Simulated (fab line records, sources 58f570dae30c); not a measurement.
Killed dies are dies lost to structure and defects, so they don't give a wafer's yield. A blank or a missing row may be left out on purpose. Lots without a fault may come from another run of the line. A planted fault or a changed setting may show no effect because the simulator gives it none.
A struck lot beside a sound one | flow berkeley_cmos170 | 20 steps out of a route of 331
Sound: wafers L274.3, L274.5, L274.6. Struck: wafers L288.1, L288.3, L288.6. The cause comes at the end.
At each step with rows: each side's tool, then ch and its chambers, then its first start. Under that, the readings that differ: sound wafers | struck wafers | difference of the means | sigmas: that difference in standard deviations of wafers without a fault.
alike: readings whose means differ by less than 2 such deviations, and words and numbers that are the same on both sides. not compared: withheld readings, readings that some wafer has no value for, bounds like >300 that may hide the same value, and numbers for which the record gives no deviation and whose values overlap.
The two part at a step that has a row with sigmas, a row that says differs or no value, or rows on one side only. Numbers that don't overlap but have no deviation are shown without sigmas and don't part them. A reading that every wafer of one side lacks parts them only if that side has two wafers or more.

UCB170_M1_METAL_ETCH_12: etches Al in Cl2/BCl3, stops on PSG, target depth 780 nm, time 130 s.
  sound on rie_metal-04 ch 0,1, day 8 07:31; struck on rie_metal-01 ch 0,1, day 10 11:17
  reading               | sound             | struck            | difference | sigmas
  oes_product_au (a.u.) | 0.868 0.868 0.858 | 0.833 0.835 0.816 | -0.037     | -3
  alike: drypump_motor_current_A, rf_fwd_power_W, throttle_valve_pct
  not compared: rf_hours_counter_h
UCB170_M1_STRIP_13: strips in O2.
  sound on plasma_asher-03 ch 0,1, day 8 07:39; struck on plasma_asher-02 ch 0,1, day 10 11:25
  alike: drypump_motor_current_A, oes_product_au
  not compared: rf_hours_counter_h
UCB170_M1_CD_MEAS_90: target cd 700 nm.
  sound on cd_sem-01, day 8 07:50; struck on cd_sem-01, day 10 11:31
  alike: cd_nm
then, 1 step without rows for these wafers: UCB170_M1_ANNEAL_14 (time 1200 s).
UCB170_V1_CVD_00: deposits SiO2 from TEOS/O2, target thk 2000 nm, time 250 s.
  sound on pecvd-03 ch 1,2, day 8 11:15; struck on pecvd-03 ch 0,1, day 10 17:02
  alike: heater_power_w, rf_fwd_power_W
UCB170_V1_THK_MEAS_01:
  sound on film_metro-04, day 8 11:25; struck on film_metro-04, day 10 17:11
  alike: V1_TEOS_THK
UCB170_V1_CMP_02: polishes SiO2.
  sound on cmp-01 ch 0,3, day 8 11:28; struck on cmp-01 ch 0,2, day 10 17:35
  alike: edge_zone_pressure_frac, head_pressure_psi, motor_current_A
UCB170_V1_BOW_MEAS_03:
  sound on film_metro-01, day 8 11:48; struck on film_metro-03, day 10 17:50
  alike: V1_BOW
UCB170_V1_THK_MEAS_04:
  sound on film_metro-01, day 8 11:54; struck on film_metro-03, day 10 17:58
  alike: V1_POLISHED_THK
then, 3 steps without rows for these wafers: UCB170_V1_CLEAN_05 (cleans in DIW); UCB170_V1_HMDS_06 (prime time 60 s); UCB170_V1_COAT_07 (resist thk 900 nm).
UCB170_V1_SOFTBAKE_08: time 60 s.
  sound on litho_track-01 ch 0, day 8 12:35; struck on litho_track-01 ch 0, day 10 18:55
  reading                  | sound                | struck               | difference | sigmas
  heater_power_total_W (W) | 56.78 56.73 56.75    | 54.34 54.33 54.30    | -2.43      | -50
  plate_temp_C (C)         | 130.15 130.02 130.19 | 125.59 125.48 125.46 | -4.61      | -33
then, 2 steps without rows for these wafers: UCB170_V1_EXPOSE_09 (exposes mask VIA1, target cd 700 nm); UCB170_V1_PEB_10.
UCB170_V1_DEVELOP_11: develop time 45 s.
  sound on litho_track-04 ch 0; struck on litho_track-04 ch 0
  reading                             | sound           | struck          | difference | sigmas
  model.KrF_of_V1_COAT_07.thk_nm (nm) | 882.3 881.4 881 | 892.8 892 893.5 | +11.2      |
UCB170_V1_CD_MEAS_12: target cd 700 nm.
  sound on cd_sem-02, day 8 13:14; struck on cd_sem-02, day 10 19:41
  reading    | sound             | struck            | difference | sigmas
  cd_nm (nm) | 700.0 700.3 699.9 | 688.7 689.0 688.6 | -11.3      | -9
UCB170_V1_OVL_MEAS_13:
  sound on overlay-01, day 8 13:20; struck on overlay-02, day 10 19:49
  alike: V1_OVL
UCB170_V1_ETCH_14: etches SiO2 in CHF3/CF4/Ar, stops on Al, target depth 1250 nm, time 291 s.
  sound on rie_diel-01 ch 1,2, day 8 13:22; struck on rie_diel-01 ch 0,1,2, day 10 19:51
  reading             | sound           | struck          | difference | sigmas
  model.V1.cd_nm (nm) | 699.7 701 699.4 | 689 688.2 690.1 | -11        |
  alike: drypump_motor_current_A, oes_product_au, rf_fwd_power_W, throttle_valve_pct
  not compared: rf_hours_counter_h
UCB170_V1_STRIP_15: strips in O2.
  sound on plasma_asher-04 ch 0,1, day 8 13:34; struck on plasma_asher-02 ch 0,1, day 10 20:01
  reading                      | sound             | struck            | difference | sigmas
  strip_time_to_endpoint_s (s) | 15.29 15.24 15.23 | 15.60 15.43 15.55 | +0.27      | +2
  alike: drypump_motor_current_A, oes_product_au
  not compared: rf_hours_counter_h

WHERE THEY PART
First at UCB170_M1_METAL_ETCH_12; last, within this record, at UCB170_V1_STRIP_15.

WHY: what the simulator had put in
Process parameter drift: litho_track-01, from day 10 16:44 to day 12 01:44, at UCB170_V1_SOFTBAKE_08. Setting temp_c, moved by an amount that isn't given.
